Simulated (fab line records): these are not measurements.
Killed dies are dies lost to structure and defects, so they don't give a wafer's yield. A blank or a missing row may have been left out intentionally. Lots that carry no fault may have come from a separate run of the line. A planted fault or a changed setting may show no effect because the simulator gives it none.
fab line records    flow berkeley-cmos170
record lots=13  wafers=39  last-day=12
route steps=331 shown M2@272
lots with no fault: from the same line, run without faults
start-h: hours from the record's first day to the start of the lot's first wafer shown    wait-h: how many hours have passed since the lot's step before this one    " same as the row above    L1.1+2: several wafers, shown together as one row    - no value, or no start given    * or withheld: withheld    < > ~ a bound
route shown NAME@n: a module of which the file shows steps, and the number in the route of the first    usual: mean/standard deviation of fault-free wafers    same: alike in all rows    chamber/n: place in a boat    sites: each site's reading    _std_site: their standard deviation    _edge_site: outer sites' mean less inner sites'    radius-mm: how far each site lies from the wafer's centre    mask NAME#n: copy n    behind: tool/chamber where the wafer was last shaped    hold: the reason the lot was held/the length of the hold in hours/how it ended    device: the transistor (n, p or np) that didn't switch    end of line: the tests these same wafers got at the end of their route    a step given without rows: its recipe and nothing more    killed: dies that structure and defects cost at the first sort, which is not the same as the wafer's yield    map: a wafer's dies, x killed, . not, _ none there
set.NAME: the setting that was run; set.NAME@STEP: the one run at that earlier step    model.NAME: the simulator's own value behind a step, which no gauge read
one table for each step of the route and one row for each wafer, over a sample of lots
services: a tool's chamber out of use, with start hour (start-h, from the record's first day; less than 0 if before it), hours out, and reason
## steps
# step UCB170_M2_SPUTTER_01
# recipe material=Al  target-thk-nm=900  time-s=120  power-w=6000  chamber-pressure-pa=0.5
# usual cathode-dc-power-W=6000.1/1.1  throttle-valve-pct=30.2/0.57
lot.wafer  tool            chamber  start-h  wait-h  cathode-dc-power-W  throttle-valve-pct
L156.2     pvd-sputter-02  -        157.63   0.0     6000.5              31.2
L156.3     "               -        "        "       6002.8              30.5
L156.4     "               -        "        "       6000.6              29.9
L157.2     pvd-sputter-02  -        173.43   0.0     6000.2              29.7
L157.4     "               -        "        "       6001.9              30.7
L157.6     "               -        "        "       5999.9              31.4
L159.1     pvd-sputter-02  -        189.78   0.0     6000.5              31.4
L159.4     "               -        "        "       5998.5              30.9
L159.6     "               -        "        "       5999.5              30.8
L160.4     pvd-sputter-03  -        190.02   0.0     6000.2              30.1
L160.5     "               -        "        "       5999.2              30.6
L160.6     "               -        "        "       6000.2              30.2
L162.2     pvd-sputter-01  -        194.55   0.0     6000.6              30.0
L162.4     "               -        "        "       6001.6              30.8
L162.6     "               -        "        "       5999.7              30.0
L163.1     pvd-sputter-01  -        199.43   0.0     7914.9              30.9
L163.3     "               -        "        "       6000.8              30.0
L163.5     "               -        "        "       5998.4              30.0
L166.3     pvd-sputter-03  -        218.77   0.0     6002.3              30.5
L166.4     "               -        "        "       5998.9              29.5
L166.5     "               -        "        "       6000.0              30.8
L173.1     pvd-sputter-02  -        236.42   0.0     5996.8              31.2
L173.2     "               -        "        "       6000.3              29.8
L173.3     "               -        "        "       6001.1              30.4
L172.3     pvd-sputter-02  -        236.93   0.0     5998.7              30.6
L172.5     "               -        "        "       5999.5              30.7
L172.6     "               -        "        "       5999.5              29.9
L174.3     pvd-sputter-03  -        249.93   0.0     5998.6              30.7
L174.4     "               -        "        "       5999.9              29.5
L174.6     "               -        "        "       6000.5              29.6
L175.3     pvd-sputter-02  -        261.69   0.0     6001.4              31.5
L175.4     "               -        "        "       6001.7              30.6
L175.6     "               -        "        "       6000.5              30.1
L178.1     pvd-sputter-02  -        264.00   0.0     6000.2              31.0
L178.2     "               -        "        "       5999.0              30.4
L178.6     "               -        "        "       6000.3              30.3
L179.1     pvd-sputter-01  -        268.35   0.0     5999.3              29.7
L179.4     "               -        "        "       5999.6              29.7
L179.6     "               -        "        "       5999.3              30.0
# step UCB170_M2_RS_MEAS_02
# recipe thk-meas-gauge=four-point-probe  reads=Al_of_M2_SPUTTER_01
# usual M2_AL_RS=0.0323/0.00033
lot.wafer  tool           chamber  start-h  wait-h  hold                      M2_AL_RS[ohm/sq]
L156.2     film-metro-04  -        157.73   0.1     -                         0.0328
L156.3     "              -        "        "       -                         0.0330
L156.4     "              -        "        "       -                         0.0329
L157.2     film-metro-04  -        173.53   0.1     -                         0.0322
L157.4     "              -        "        "       -                         0.0325
L157.6     "              -        "        "       -                         0.0321
L159.1     film-metro-04  -        189.87   0.0     -                         0.0330
L159.4     "              -        "        "       -                         0.0332
L159.6     "              -        "        "       -                         0.0332
L160.4     film-metro-04  -        190.17   0.1     -                         0.0328
L160.5     "              -        "        "       -                         0.0324
L160.6     "              -        "        "       -                         0.0326
L162.2     film-metro-03  -        194.65   0.1     -                         0.0323
L162.4     "              -        "        "       -                         0.0324
L162.6     "              -        "        "       -                         0.0322
L163.1     film-metro-03  -        199.51   0.0     await-dispo/0.2h/release  0.0247
L163.3     "              -        "        "       await-dispo/0.2h/release  0.0324
L163.5     "              -        "        "       await-dispo/0.2h/release  0.0325
L163.1     film-metro-03  -        199.80   0.3     -                         0.0247
L163.3     "              -        "        "       -                         0.0323
L163.5     "              -        "        "       -                         0.0326
L166.3     film-metro-04  -        218.90   0.1     -                         0.0322
L166.4     "              -        "        "       -                         0.0322
L166.5     "              -        "        "       -                         0.0322
L173.1     film-metro-03  -        236.51   0.0     -                         0.0321
L173.2     "              -        "        "       -                         0.0323
L173.3     "              -        "        "       -                         0.0320
L172.3     film-metro-01  -        237.06   0.1     -                         0.0322
L172.5     "              -        "        "       -                         0.0326
L172.6     "              -        "        "       -                         0.0323
L174.3     film-metro-03  -        250.06   0.1     -                         0.0320
L174.4     "              -        "        "       -                         0.0320
L174.6     "              -        "        "       -                         0.0321
L175.3     film-metro-03  -        261.82   0.1     -                         0.0326
L175.4     "              -        "        "       -                         0.0324
L175.6     "              -        "        "       -                         0.0325
L178.1     film-metro-04  -        264.08   0.0     -                         0.0320
L178.2     "              -        "        "       -                         0.0320
L178.6     "              -        "        "       -                         0.0320
L179.1     film-metro-04  -        268.43   0.0     -                         0.0322
L179.4     "              -        "        "       -                         0.0325
L179.6     "              -        "        "       -                         0.0325
# step UCB170_M2_THK_MEAS_03
# recipe thk-meas-gauge=xrf  reads=Al_of_M2_SPUTTER_01
# usual M2_AL_THK=903/10
lot.wafer  tool           chamber  start-h  wait-h  hold                      M2_AL_THK[nm]
L156.2     film-metro-04  -        157.84   0.1     -                         883
L156.3     "              -        "        "       -                         888
L156.4     "              -        "        "       -                         881
L157.2     film-metro-04  -        173.64   0.1     -                         907
L157.4     "              -        "        "       -                         902
L157.6     "              -        "        "       -                         907
L159.1     film-metro-04  -        189.99   0.1     -                         893
L159.4     "              -        "        "       -                         887
L159.6     "              -        "        "       -                         878
L160.4     film-metro-04  -        190.26   0.1     -                         882
L160.5     "              -        "        "       -                         905
L160.6     "              -        "        "       -                         896
L162.2     film-metro-03  -        194.76   0.1     -                         901
L162.4     "              -        "        "       -                         900
L162.6     "              -        "        "       -                         904
L163.1     film-metro-03  -        201.56   1.7     await-dispo/0.2h/release  1172
L163.3     "              -        "        "       await-dispo/0.2h/release  892
L163.5     "              -        "        "       await-dispo/0.2h/release  892
L163.1     film-metro-03  -        201.78   0.2     -                         1174
L163.3     "              -        "        "       -                         898
L163.5     "              -        "        "       -                         889
L166.3     film-metro-04  -        219.00   0.1     -                         911
L166.4     "              -        "        "       -                         908
L166.5     "              -        "        "       -                         913
L173.1     film-metro-03  -        236.63   0.1     -                         908
L173.2     "              -        "        "       -                         893
L173.3     "              -        "        "       -                         909
L172.3     film-metro-01  -        237.16   0.1     -                         905
L172.5     "              -        "        "       -                         898
L172.6     "              -        "        "       -                         910
L174.3     film-metro-03  -        250.16   0.1     -                         908
L174.4     "              -        "        "       -                         908
L174.6     "              -        "        "       -                         901
L175.3     film-metro-03  -        261.92   0.1     -                         897
L175.4     "              -        "        "       -                         900
L175.6     "              -        "        "       -                         892
L178.1     film-metro-04  -        264.20   0.1     -                         910
L178.2     "              -        "        "       -                         906
L178.6     "              -        "        "       -                         905
L179.1     film-metro-04  -        268.55   0.1     -                         898
L179.4     "              -        "        "       -                         896
L179.6     "              -        "        "       -                         900
# step UCB170_M2_METAL_ETCH_18
# recipe chemistry=Cl2/BCl3  target=Al  stop-on=SiO2  pressure-mtorr=12  target-depth-a=11700  over-etch-frac=0.3  time-s=195  icp-w=600  bias-w=120  Cl2_flow_sccm=90  bcl3-flow-sccm=45
# usual drypump-motor-current-A=5.39/0.21  oes-product-au=0.858/0.014  throttle-valve-pct=24.37/0.083
lot.wafer  tool          chamber  start-h  wait-h  drypump-motor-current-A  oes-product-au  rf-hours-counter-h  throttle-valve-pct
L156.2     rie-metal-03  0        160.72   -       5.43                     0.843           3                   24.32
L156.3     "             1        "        "       5.48                     0.843           -                   24.51
L156.4     "             0        "        "       5.40                     0.846           -                   24.29
L157.2     rie-metal-02  1        176.46   -       5.48                     0.868           4                   24.44
L157.4     "             1        "        "       5.45                     0.856           -                   24.44
L157.6     "             0        "        "       5.11                     0.875           -                   24.29
L159.1     rie-metal-04  1        192.76   -       5.77                     0.878           12                  24.29
L159.4     "             1        "        "       5.72                     0.874           -                   24.28
L159.6     "             1        "        "       5.74                     0.872           -                   24.31
L160.4     rie-metal-02  0        193.06   -       5.11                     0.853           -                   24.31
L160.5     "             0        "        "       5.11                     0.866           -                   24.29
L160.6     "             1        "        "       5.48                     0.855           -                   24.44
L162.2     rie-metal-03  0        198.24   -       5.42                     0.842           5                   24.31
L162.4     "             0        "        "       5.39                     0.851           -                   24.30
L162.6     "             0        "        "       5.37                     0.848           -                   24.30
L163.1     rie-metal-02  0        206.29   -       5.10                     1.011           9                   24.24
L163.3     "             0        "        "       5.08                     0.856           -                   24.30
L163.5     "             0        "        "       5.08                     0.860           -                   24.29
L166.3     rie-metal-04  1        221.77   -       5.72                     0.889           -                   24.29
L166.4     "             0        "        "       5.18                     0.843           -                   24.41
L166.5     "             1        "        "       5.74                     0.892           -                   24.29
L173.1     rie-metal-03  1        239.67   -       5.50                     0.849           12                  24.50
L173.2     "             0        "        "       5.40                     0.846           6                   24.31
L173.3     "             0        "        "       5.38                     0.865           -                   24.29
L172.3     rie-metal-02  0        240.47   -       5.08                     0.867           -                   24.32
L172.5     "             1        "        "       5.46                     0.853           -                   24.45
L172.6     "             0        "        "       5.10                     0.871           -                   24.29
L174.3     rie-metal-04  0        253.21   -       5.18                     0.851           -                   24.40
L174.4     "             0        "        "       5.17                     0.848           -                   24.41
L174.6     "             0        "        "       5.17                     0.843           -                   24.41
L175.3     rie-metal-04  1        264.96   -       5.72                     0.857           -                   24.27
L175.4     "             0        "        "       5.17                     0.851           -                   24.41
L175.6     "             0        "        "       5.15                     0.838           -                   24.42
L178.1     rie-metal-04  1        266.63   -       5.74                     0.860           0                   24.30
L178.2     "             0        "        "       5.19                     0.841           2                   24.42
L178.6     "             1        "        "       5.77                     0.867           -                   24.30
L179.1     rie-metal-02  1        271.52   -       5.46                     0.864           7                   24.42
L179.4     "             1        "        "       5.41                     0.851           -                   24.45
L179.6     "             1        "        "       5.45                     0.857           -                   24.45
## services
tool            chamber  start-h  hours  kind
pvd-sputter-01  -        180.75   0.5    repair
rie-metal-04    0        187.54   -      clean
rie-metal-04    0        187.54   29.3   scheduled-down
rie-metal-04    0        187.54   29.3   vent-cycle
rie-metal-02    1        200.70   4.1    repair
pvd-sputter-02  -        202.37   6.6    repair
pvd-sputter-02  3        209.01   -      consumable-replace:kit
pvd-sputter-02  3        209.01   18.0   scheduled-down
pvd-sputter-02  3        209.01   18.0   vent-cycle
rie-metal-02    -        227.57   2.8    pm
pvd-sputter-03  -        234.12   2.9    repair
rie-metal-04    1        241.02   -      clean
rie-metal-04    1        241.02   20.4   scheduled-down
rie-metal-04    1        241.02   20.4   vent-cycle
pvd-sputter-03  -        242.17   2.7    repair
rie-metal-02    0        261.92   5.0    repair
## key
first-sign step=UCB170_M2_SPUTTER_01  reading=cathode-dc-power-W  direction=up  sigmas=99+  usual=6000.1  struck=7914.9
effect step=UCB170_M2_RS_MEAS_02  reading=visit  direction=added
effect step=UCB170_M2_RS_MEAS_02  reading=M2_AL_RS  direction=down  sigmas=23  usual=0.0323  struck=0.0247
effect step=UCB170_M2_THK_MEAS_03  reading=visit  direction=added
effect step=UCB170_M2_THK_MEAS_03  reading=M2_AL_THK  direction=up  sigmas=26  usual=903  struck=1172
effect step=UCB170_M2_METAL_ETCH_18  reading=oes-product-au  direction=up  sigmas=11  usual=0.858  struck=1.011
met-at UCB170_M2_SPUTTER_01
struck-lots L163
struck-wafers L163.1
later-rows-left-out L163.1
sort-left-out L163.1
onset-between 194.55 199.43
fault kind=process-parameter-drift  tool=pvd-sputter-01  chamber=-  onset-h=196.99  steps=UCB170_M2_SPUTTER_01  channel=power-w  offset=1915.3  shape=step  end-h=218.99  acts-in=these-recipes-only  stated=6000  scope=struck-wafers-only
# sort-left-out: the simulated sort isn't trusted on such a fault, so these wafers' sort isn't shown, and their yield isn't known
# later-rows-left-out: the simulator's readings of these wafers behind a module that went badly wrong aren't trusted and aren't shown, but for the sort
